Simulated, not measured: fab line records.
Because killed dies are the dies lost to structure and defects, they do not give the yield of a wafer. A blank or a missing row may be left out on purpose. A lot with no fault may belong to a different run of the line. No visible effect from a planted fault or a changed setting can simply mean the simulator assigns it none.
fab line records	flow berkeley-cmos170
record: lots: 5	wafers: 15	last-day: 13
route steps=331 shown NWELL@33 PWELL@34
lots with no fault: from the same line, run without faults
start-h: start of the lot's first displayed wafer, in hours after the record's first day	wait-h: hours elapsed since this lot's preceding step	" unchanged from the row above	L1.1+2: a single row standing in for several wafers	- no value present, or no start provided	* or withheld: withheld	< > ~ a bound
route shown NAME@n: a module of which the file shows steps, and the number in the route of the first	usual: average and standard deviation across the fault-free wafers	same: alike in all rows	chamber/n: place in a boat	sites: the reading at each site	_std_site: standard deviation of those values	_edge_site: inner sites' mean taken away from outer sites' mean	radius-mm: for every site, how far away it sits from the centre of the wafer	mask NAME#n: copy n	behind: tool/chamber where the wafer was last shaped	hold: reason for holding the lot/hours on hold/outcome of the hold	device: the n, p or np transistor that did not switch	end of line: at the end of the route, the tests of the same wafers	a step with no rows: only its recipe	killed: not the wafer's yield, but the dies lost to structure and defects at the first sort	map: per-die view of a wafer (x killed, . not killed, _ where there is no die)
set.NAME: the setting that was run; set.NAME@STEP: the one run at that earlier step	model.NAME: the simulator's own value behind a step, which no gauge read
certain route steps with their lots: each step a table, each wafer a row
services: the hour from which a tool's chamber was out of use, counted from the record's first day as start-h (under 0 if before that day), plus the number of hours and why
== steps ==
step: UCB170_NWELL_WET_ETCH_19
recipe: chemistry: BOE	dilution: 5:1	target: SiO2	temp-c: 25	time-s: 22
usual: temp-c: 25.00/0.097
lot.wafer	tool	chamber	start-h	wait-h	temp-c
L074.1	wet-bench-02	0	41.53	0.0	25.05
L074.2	"	0	"	"	25.13
L074.5	"	0	"	"	24.94
L078.1	wet-bench-04	1	61.48	0.2	24.94
L078.5	"	1	"	"	24.92
L078.6	"	1	"	"	25.03
L084.1	wet-bench-03	1	88.33	0.0	24.96
L084.2	"	1	"	"	24.98
L084.4	"	1	"	"	25.07
L086.1	wet-bench-03	2	100.11	0.0	24.91
L086.2	"	2	"	"	25.09
L086.6	"	2	"	"	24.89
L096.2	wet-bench-02	0	149.12	0.2	25.21
L096.4	"	0	"	"	25.15
L096.6	"	0	"	"	25.03
step: UCB170_PWELL_CLEAN_00
recipe: chemistry: SPM	temp-c: 120	time-s: 600
usual: temp-c: 119.99/0.12
lot.wafer	tool	chamber	start-h	wait-h	temp-c
L074.1	wet-bench-03	3	41.54	0.0	120.08
L074.2	"	3	"	"	120.10
L074.5	"	3	"	"	120.15
L078.1	wet-bench-04	2	61.68	0.2	119.99
L078.5	"	2	"	"	119.90
L078.6	"	2	"	"	119.97
L084.1	wet-bench-04	0	88.49	0.1	120.02
L084.2	"	0	"	"	119.96
L084.4	"	0	"	"	119.83
L086.1	wet-bench-03	1	100.12	0.0	120.20
L086.2	"	1	"	"	119.98
L086.6	"	1	"	"	120.26
L096.2	wet-bench-04	3	149.46	0.3	120.00
L096.4	"	3	"	"	119.92
L096.6	"	3	"	"	119.93
step: UCB170_PWELL_CLEAN_01
recipe: chemistry: dHF	dilution: 25:1	time-s: 60
lot.wafer	tool	chamber	start-h	wait-h
L074.1+2+5	wet-bench-03	0	41.72	0.0
L078.1+5+6	wet-bench-04	0	62.21	0.3
L084.1+2+4	wet-bench-04	2	88.84	0.2
L086.1+2+6	wet-bench-02	3	100.30	0.0
L096.2+4+6	wet-bench-04	3	149.65	0.0
step: UCB170_PWELL_OXIDATION_02
recipe: temp-c: 1000	ambient: O2	target-thk-a: 264	ox-time-s: 1260
usual: ox-temp-c-max: 1005.4/2	zone-power-centre-pct: 47/7.4	zone-power-load-pct: 33/5.4
lot.wafer	tool	chamber	start-h	wait-h	ox-temp-c-max	zone-power-centre-pct	zone-power-load-pct
L074.1	furnace-02	0	46.59	4.9	1003.9	51	32
L074.2	"	0	"	"	1004.6	53	31
L074.5	"	0	"	"	1004.6	52	32
L078.1	furnace-04	0	64.48	2.2	1006.2	54	41
L078.5	"	0	"	"	1007.3	55	41
L078.6	"	0	"	"	1007.7	55	40
L084.1	furnace-02	0	93.99	5.1	1003.3	53	31
L084.2	"	0	"	"	1004.0	53	32
L084.4	"	0	"	"	1003.3	52	32
L086.1	furnace-04	0	102.27	1.9	1006.4	54	41
L086.2	"	0	"	"	1007.0	54	41
L086.6	"	0	"	"	1008.5	53	41
L096.2	furnace-01	0	152.77	3.1	1003.9	39	29
L096.4	"	0	"	"	1005.3	40	29
L096.6	"	0	"	"	1004.9	39	28
step: UCB170_PWELL_THK_MEAS_03
recipe: reads: SiO2_of_PWELL_OXIDATION_02
usual: PWELL_OXIDE_THK: 26.3/0.48
lot.wafer	tool	chamber	start-h	wait-h	PWELL_OXIDE_THK[nm]
L074.1	film-metro-01	-	47.94	0.0	25.7
L074.2	"	-	"	"	26.0
L074.5	"	-	"	"	25.4
L078.1	film-metro-04	-	65.83	0.0	26.2
L078.5	"	-	"	"	26.0
L078.6	"	-	"	"	26.1
L084.1	film-metro-03	-	95.34	0.0	26.8
L084.2	"	-	"	"	26.8
L084.4	"	-	"	"	26.9
L086.1	film-metro-04	-	103.68	0.1	26.6
L086.2	"	-	"	"	26.7
L086.6	"	-	"	"	26.7
L096.2	film-metro-04	-	154.13	0.0	25.6
L096.4	"	-	"	"	25.3
L096.6	"	-	"	"	25.2
step: UCB170_PWELL_ANNEAL_04
recipe: temp-c: 1000	time-s: 900	ambient: N2
usual: zone-power-centre-pct: 50/6	zone-power-load-pct: 35/5.1
lot.wafer	tool	chamber	start-h	wait-h	zone-power-centre-pct	zone-power-load-pct
L074.1	furnace-01	0	51.61	3.7	39	28
L074.2	"	0	"	"	39	28
L074.5	"	0	"	"	39	29
L078.1	furnace-04	0	70.02	4.2	54	40
L078.5	"	0	"	"	54	40
L078.6	"	0	"	"	55	41
L084.1	furnace-04	0	99.52	4.2	55	41
L084.2	"	0	"	"	54	40
L084.4	"	0	"	"	55	40
L086.1	furnace-02	0	106.61	2.9	53	32
L086.2	"	0	"	"	52	31
L086.6	"	0	"	"	51	32
L096.2	furnace-02	0	161.01	6.9	53	32
L096.4	"	0	"	"	52	32
L096.6	"	0	"	"	51	32
step: UCB170_PWELL_CVD_05
recipe: material: Si3N4	target-thk-nm: 220	temp-c: 800	precursor: SiH2Cl2/NH3	time-s: 3300	pressure-mtorr: 200	sih2cl2-flow-sccm: 25	nh3-flow-sccm: 75
usual: nh3-flow-sccm: 75.00/0.22	zone-power-centre-pct: 37/3.4	zone-power-load-pct: 18.9/1.2
lot.wafer	tool	chamber	start-h	wait-h	nh3-flow-sccm	zone-power-centre-pct	zone-power-load-pct
L074.1	lpcvd-01	1	52.86	0.0	75.09	34	19.5
L074.2	"	1	"	"	74.35	35	19.6
L074.5	"	1	"	"	74.86	35	19.4
L078.1	lpcvd-01	1	71.77	0.5	74.87	34	19.3
L078.5	"	1	"	"	74.90	35	19.6
L078.6	"	1	"	"	74.68	35	19.7
L084.1	lpcvd-01	1	101.47	0.7	75.06	34	19.7
L084.2	"	1	"	"	75.06	34	19.6
L084.4	"	1	"	"	75.10	34	19.7
L086.1	lpcvd-02	0	107.86	0.0	74.79	42	19.6
L086.2	"	0	"	"	74.81	42	19.7
L086.6	"	0	"	"	74.86	42	19.9
L096.2	lpcvd-01	1	163.68	1.4	74.94	34	19.4
L096.4	"	1	"	"	74.91	34	19.4
L096.6	"	1	"	"	74.58	35	19.9
step: UCB170_PWELL_THK_MEAS_06
recipe: reads: Si3N4_of_PWELL_CVD_05
usual: PWELL_NITRIDE_THK: 220.2/1.8
lot.wafer	tool	chamber	start-h	wait-h	PWELL_NITRIDE_THK[nm]
L074.1	film-metro-01	-	54.87	0.1	218.9
L074.2	"	-	"	"	221.5
L074.5	"	-	"	"	220.8
L078.1	film-metro-03	-	73.68	0.0	219.2
L078.5	"	-	"	"	221.0
L078.6	"	-	"	"	218.1
L084.1	film-metro-03	-	103.39	0.0	220.6
L084.2	"	-	"	"	219.8
L084.4	"	-	"	"	218.9
L086.1	film-metro-04	-	109.78	0.0	222.5
L086.2	"	-	"	"	222.9
L086.6	"	-	"	"	222.8
L096.2	film-metro-04	-	165.60	0.0	221.1
L096.4	"	-	"	"	218.4
L096.6	"	-	"	"	219.2
step: UCB170_PWELL_HMDS_07
recipe: prime-time-s: 60	prime-temp-c: 100
lot.wafer	tool	chamber	start-h	wait-h
L074.1+2+5	litho-track-01	0	55.04	0.2
L078.1+5+6	litho-track-03	0	73.74	0.1
L084.1+2+4	litho-track-02	0	103.50	0.1
L086.1+2+6	litho-track-02	0	110.14	0.4
L096.2+4+6	litho-track-02	0	165.76	0.1
step: UCB170_PWELL_COAT_08
recipe: resist: KrF	spin-rpm: 1500	resist-thk-nm: 900
lot.wafer	tool	chamber	start-h	wait-h
L074.1+2+5	litho-track-01	0	55.19	0.1
L078.1+5+6	litho-track-03	0	73.89	0.1
L084.1+2+4	litho-track-02	0	103.65	0.1
L086.1+2+6	litho-track-02	0	110.29	0.1
L096.2+4+6	litho-track-02	0	165.91	0.1
step: UCB170_PWELL_SOFTBAKE_09
recipe: resist: KrF	temp-c: 130	time-s: 60
usual: heater-power-total-W: 56.80/0.049
lot.wafer	tool	chamber	start-h	wait-h	heater-power-total-W
L074.1	litho-track-01	0	55.34	0.1	56.83
L074.2	"	0	"	"	56.82
L074.5	"	0	"	"	56.86
L078.1	litho-track-03	0	74.04	0.1	56.85
L078.5	"	0	"	"	56.81
L078.6	"	0	"	"	56.73
L084.1	litho-track-02	0	103.80	0.1	56.78
L084.2	"	0	"	"	56.74
L084.4	"	0	"	"	56.86
L086.1	litho-track-02	0	110.44	0.1	56.82
L086.2	"	0	"	"	56.69
L086.6	"	0	"	"	56.87
L096.2	litho-track-02	0	166.06	0.1	56.81
L096.4	"	0	"	"	56.81
L096.6	"	0	"	"	56.85
step: UCB170_PWELL_EXPOSE_10
recipe: mask-id: PWELL	target-cd-nm: 3000	na: 0.5	sigma-outer: 0.6	source-shape: conventional	dose-mj: 19
usual: stage-vel-mm-s: 500.02/0.24
lot.wafer	tool	chamber	start-h	wait-h	mask	stage-vel-mm-s
L074.1	krf-scanner-02	0	55.65	0.3	PWELL#0	499.80
L074.2	"	0	"	"	PWELL#0	500.13
L074.5	"	0	"	"	PWELL#0	499.96
L078.1	krf-scanner-01	0	74.33	0.3	PWELL#0	499.59
L078.5	"	0	"	"	PWELL#0	500.38
L078.6	"	0	"	"	PWELL#0	499.81
L084.1	krf-scanner-02	0	103.95	0.1	PWELL#0	500.14
L084.2	"	0	"	"	PWELL#0	499.79
L084.4	"	0	"	"	PWELL#0	499.98
L086.1	krf-scanner-02	0	110.59	0.1	PWELL#0	500.24
L086.2	"	0	"	"	PWELL#0	500.80
L086.6	"	0	"	"	PWELL#0	500.32
L096.2	krf-scanner-02	0	166.27	0.2	PWELL#0	499.88
L096.4	"	0	"	"	PWELL#0	500.23
L096.6	"	0	"	"	PWELL#0	500.15
step: UCB170_PWELL_PEB_11
recipe: peb-temp-c: 130	peb-time-s: withheld	resist: KrF
usual: heater-power-total-W: 56.80/0.044
lot.wafer	tool	chamber	start-h	wait-h	heater-power-total-W
L074.1	litho-track-02	0	56.05	0.4	56.80
L074.2	"	0	"	"	56.77
L074.5	"	0	"	"	56.76
L078.1	litho-track-02	0	74.52	0.2	56.78
L078.5	"	0	"	"	56.86
L078.6	"	0	"	"	56.72
L084.1	litho-track-02	0	104.07	0.1	56.73
L084.2	"	0	"	"	56.79
L084.4	"	0	"	"	56.82
L086.1	litho-track-02	0	110.86	0.3	56.83
L086.2	"	0	"	"	56.79
L086.6	"	0	"	"	56.71
L096.2	litho-track-01	0	166.50	0.2	56.88
L096.4	"	0	"	"	56.76
L096.6	"	0	"	"	56.85
step: UCB170_PWELL_DEVELOP_12
recipe: developer: TMAH	develop-time-s: 45	resist: KrF	dev-temp-c: 20.62
lot.wafer	tool	chamber	start-h	wait-h
L074.1+2+5	litho-track-02	0	-	-
L078.1+5+6	litho-track-02	0	-	-
L084.1+2+4	litho-track-02	0	-	-
L086.1+2+6	litho-track-02	0	-	-
L096.2+4+6	litho-track-01	0	-	-
== services ==
tool	chamber	start-h	hours	kind
furnace-04	-	40.73	3.0	pm
krf-scanner-01	-	50.29	1.0	pm
wet-bench-02	-	54.32	41.4	pm
krf-scanner-02	-	73.76	1.3	pm
furnace-04	-	88.07	5.7	pm
lpcvd-01	-	89.58	1.3	repair
furnace-01	-	126.16	3.2	pm
krf-scanner-02	-	131.14	1.0	pm
krf-scanner-01	-	152.27	0.8	pm
krf-scanner-01	-	155.64	17.9	repair
furnace-01	-	156.43	17.5	repair
krf-scanner-02	-	158.54	1.0	repair
== key ==
fault none
